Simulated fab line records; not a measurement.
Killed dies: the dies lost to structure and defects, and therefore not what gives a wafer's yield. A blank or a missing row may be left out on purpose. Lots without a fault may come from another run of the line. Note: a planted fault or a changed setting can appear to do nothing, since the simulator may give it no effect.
Which tool is to blame? -- flow berkeley_cmos170 -- Sampling: 7 lots, 21 wafers, 3 of 331 route steps

== WHAT EACH GAUGE READ, for each wafer ==
UCB170_NWELL_THK_MEAS_05.
lot,measured,on,NWELL_NITRIDE_THK (nm)
L263,day 2 20:37,film_metro-03,225.3 225.6 227.2
L265,day 3 06:31,film_metro-03,226.5 226.8 226.8
L268,day 3 20:37,film_metro-03,216.3 218.4 218.3
L269,day 4 08:27,film_metro-01,227.9 228.9 227.3
L272,day 4 19:20,film_metro-03,226.2 224.3 222.4
L278,day 5 21:04,film_metro-03,183.1 183.1 184.5
L279,day 6 06:11,film_metro-01,226.3 225.6 226.2

== EACH LOT AND THE TOOL THAT RAN IT (in order: tool; ch and the chambers of the sampled wafers; start) ==
lot,UCB170_ZERO_ETCH_06,UCB170_NWELL_CVD_04
L263,"rie_diel-02 ch 1,2,3, day 2 05:01","lpcvd-02 ch 1, day 2 18:41"
L265,"rie_diel-03 ch 0,1,3, day 2 15:11","lpcvd-02 ch 0, day 3 04:34"
L268,"rie_diel-04 ch 0,1,3, day 3 02:48","lpcvd-01 ch 0, day 3 18:40"
L269,"rie_diel-04 ch 0,2,3, day 3 14:31","lpcvd-02 ch 1, day 4 06:31"
L272,"rie_diel-03 ch 1,2,3, day 4 05:13","lpcvd-01 ch 0, day 4 17:24"
L278,"rie_diel-03 ch 2,3, day 5 08:06","lpcvd-02 ch 0, day 5 19:08"
L279,"rie_diel-04 ch 0,1,2, day 5 18:04","lpcvd-01 ch 0, day 6 04:13"
- UCB170_ZERO_ETCH_06: etches SiO2 in CHF3/CF4/Ar, time 12 s.
- UCB170_NWELL_CVD_04: deposits Si3N4 from SiH2Cl2/NH3, target thk 224 nm, time 3360 s.

== THE ANSWER, worked out from the rows above alone ==
Rule: usual is defined by the lots themselves. The widest of any qualifying gaps counts: lots, ordered by their means at a reading, are off when they make up no more than a third of the lots, leave a main group of 4 or more, and stand apart from it by 3 or more times the standard deviation of that group's means. A main group whose means are all the same, to the digits that the tables above print for the reading, isn't used. A lot without any number at a reading at which 4 lots or more have one is off too. Any other lot the step has rows for is counted as sound.
Off: L278, seen at UCB170_NWELL_THK_MEAS_05 (NWELL_NITRIDE_THK). For the main group the mean is 224.8 nm and the standard deviation 3.4.
A tool fits if, at a process step before that reading, it ran every lot that is off, and no sound lot after the first of them. Those tools and the gauges at UCB170_NWELL_THK_MEAS_05 are tried in the same way. Can't be told from this: 3 tools fit, rie_diel-03 at UCB170_ZERO_ETCH_06, lpcvd-02 at UCB170_NWELL_CVD_04, film_metro-03 at UCB170_NWELL_THK_MEAS_05.

== WHAT THE SIMULATOR HAD INSERTED ==
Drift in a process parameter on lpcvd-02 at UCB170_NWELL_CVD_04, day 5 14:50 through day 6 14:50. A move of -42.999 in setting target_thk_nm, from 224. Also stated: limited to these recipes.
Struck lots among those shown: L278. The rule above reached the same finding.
